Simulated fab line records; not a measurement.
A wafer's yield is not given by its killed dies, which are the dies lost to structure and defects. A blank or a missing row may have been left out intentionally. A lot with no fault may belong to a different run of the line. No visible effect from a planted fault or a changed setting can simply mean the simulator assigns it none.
8D (eight disciplines) problem report, filled in by code -- flow berkeley_cmos170 -- the parts of the form that need people (team, actions taken, sign-off) are left out

## 1. PROBLEM STATEMENT
cd_nm at UCB170_M1_CD_MEAS_90 reads a mean of 710.5 nm on 2 wafers of 1 lot; wafers without a fault read 700.2 nm with a standard deviation of 2.3. That puts it +4.5 standard deviations away from the usual mean.
The step: target cd 700 nm.
Earliest sighting: wafer L435.4 on cd_sem-02 at day 9 19:20. At this step, 39 wafers from 13 lots have a number in the record. Rule for "out" (also "out of limits"): further than 4 standard deviations from the usual mean. Any other wafer with a number is counted as sound.

## 2. WHAT IT IS, AND WHAT IT ISN'T
question,is,is not
which readings at this step,cd_nm,-
which lots,L435,"L422, L423, L424, L425, L426, L427, L428, L429, L440, L442, L443, L444"
which wafers of those lots,"L435.4, L435.6",L435.5
read on which gauges,cd_sem-02,cd_sem-01
when,from day 9 19:20,"up to then (25 sound wafers); but 12 sound wafers of L440, L442, L443, L444 came after"

## 3. THE SUSPECTS, EACH WITH WHAT RULES IT OUT
Counting: any tool at a process step up to the reading remains a suspect provided it ran every lot that is out. Sound lots after the first of them don't rule it out here, since some wafers of a struck lot are sound.
- the gauge at UCB170_M1_CD_MEAS_90: kept. All the wafers that are out were read on cd_sem-02, and no step on other tools shows them out.
- rie_metal-01 at UCB170_M1_METAL_ETCH_12 (etches Al in Cl2/BCl3, stops on PSG, target depth 780 nm, time 130 s): kept. L435, the lot that is out, went through it at day 9 19:05; up to then, the latest sound lot through it was L428 at day 8 17:22.
- The sound lot-mates ran in chamber 1 of rie_metal-01 at UCB170_M1_METAL_ETCH_12, but the wafers that are out ran in chamber 0.
What counting leaves: rie_metal-01 at UCB170_M1_METAL_ETCH_12 and cd_sem-02 at UCB170_M1_CD_MEAS_90.

## 4. THE CAUSE (what the simulator had put in)
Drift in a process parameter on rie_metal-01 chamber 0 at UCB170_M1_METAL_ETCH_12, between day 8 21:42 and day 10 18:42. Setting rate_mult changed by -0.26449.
After counting, 2 suspects remain, this tool included.

## 5. THE CHAIN OF EFFECTS, in route order
One row per reading whose mean, taken over the struck wafers that have a number, lies over 3 standard deviations from the usual. Only readings whose record carries a usual standard deviation are examined. hours: median over the lots of the time between each lot's start at the first step of this table that gives one and its start at this step. sigmas: the change, counted in usual standard deviations.
hours,step,reading,usual,on struck wafers,change,sigmas
0,UCB170_M1_CD_MEAS_90,cd_nm,700.2 nm,710.5,+10.3,+4.5

## 6. WHAT WOULD HAVE CAUGHT IT SOONER
22 hours passed between the start of the fault at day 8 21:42 and the first reading out of limits at a measuring or inspecting step in this record, taken at day 9 19:20.
Of the tool readings at UCB170_M1_METAL_ETCH_12 for which the record gives a usual standard deviation, none was out on any struck wafer, so an alarm limit of 4 standard deviations on them would not have fired.
By day 9 19:20, every lot that is out (1) had started UCB170_M1_METAL_ETCH_12 on rie_metal-01. A hold on the tool at that time would have spared none of them.
